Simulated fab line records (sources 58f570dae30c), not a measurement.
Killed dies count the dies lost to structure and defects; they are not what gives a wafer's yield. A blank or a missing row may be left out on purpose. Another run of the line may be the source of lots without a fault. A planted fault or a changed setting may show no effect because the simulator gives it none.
The tool behind it: which one? ; flow berkeley-cmos170 ; 7 lots, 21 wafers sampled, at 2 steps of a route of 331

== WHAT EACH GAUGE READ, for each wafer ==
UCB170_NLDD_TW_MEAS_11.
lot;measured;on;NLDD_TW
L817;day 6 21:53;film-metro-03;2207 2213 2225
L820;day 7 01:56;film-metro-04;2184 2175 2183
L823;day 8 05:33;film-metro-01;2205 2219 2219
L826;day 8 23:17;film-metro-04;2188 2189 2197
L828;day 9 19:08;film-metro-01;2320 2330 2331
L835;day 10 18:28;film-metro-03;2226 2217 2226
L838;day 11 17:20;film-metro-03;2212 2217 2232

== WHAT TOOL EACH LOT RAN ON (gives the tool, then ch and the chambers of the sampled wafers, and finally the start) ==
lot;UCB170_NLDD_IMPLANT_09
L817;implanter-04 ch 0, day 6 21:38
L820;implanter-01 ch 0, day 7 01:43
L823;implanter-01 ch 0, day 8 05:16
L826;implanter-04 ch 0, day 8 23:02
L828;implanter-01 ch 0, day 9 18:55
L835;implanter-04 ch 0, day 10 18:13
L838;implanter-04 ch 0, day 11 17:07
- UCB170_NLDD_IMPLANT_09

== THE ANSWER, worked out from the rows above alone ==
Rule: the usual values come from the lots themselves. Put in order of their means at a reading, lots are off if they are a third of the lots or fewer, leave a main group of 4 or more, and stand apart from it by a gap of 3 or more times the standard deviation of the main group's means; of several such gaps the widest counts. A main group whose means are all the same, to the digits that the tables above print for the reading, isn't used. Also off: a lot with no number at a reading for which 4 or more lots have one. The other lots that the step has rows for count as sound.
Off: L828, at UCB170_NLDD_TW_MEAS_11 (NLDD_TW). The main group: mean 2207, standard deviation 16.
A tool fits if, at a process step before that reading, it ran every lot that is off, and no sound lot after the first of them. The gauges at UCB170_NLDD_TW_MEAS_11 are tried like those tools. 2 tools fit, implanter-01 at UCB170_NLDD_IMPLANT_09 and film-metro-01 at UCB170_NLDD_TW_MEAS_11, so this cannot tell which one it is.

== WHAT WAS PUT IN BY THE SIMULATOR ==
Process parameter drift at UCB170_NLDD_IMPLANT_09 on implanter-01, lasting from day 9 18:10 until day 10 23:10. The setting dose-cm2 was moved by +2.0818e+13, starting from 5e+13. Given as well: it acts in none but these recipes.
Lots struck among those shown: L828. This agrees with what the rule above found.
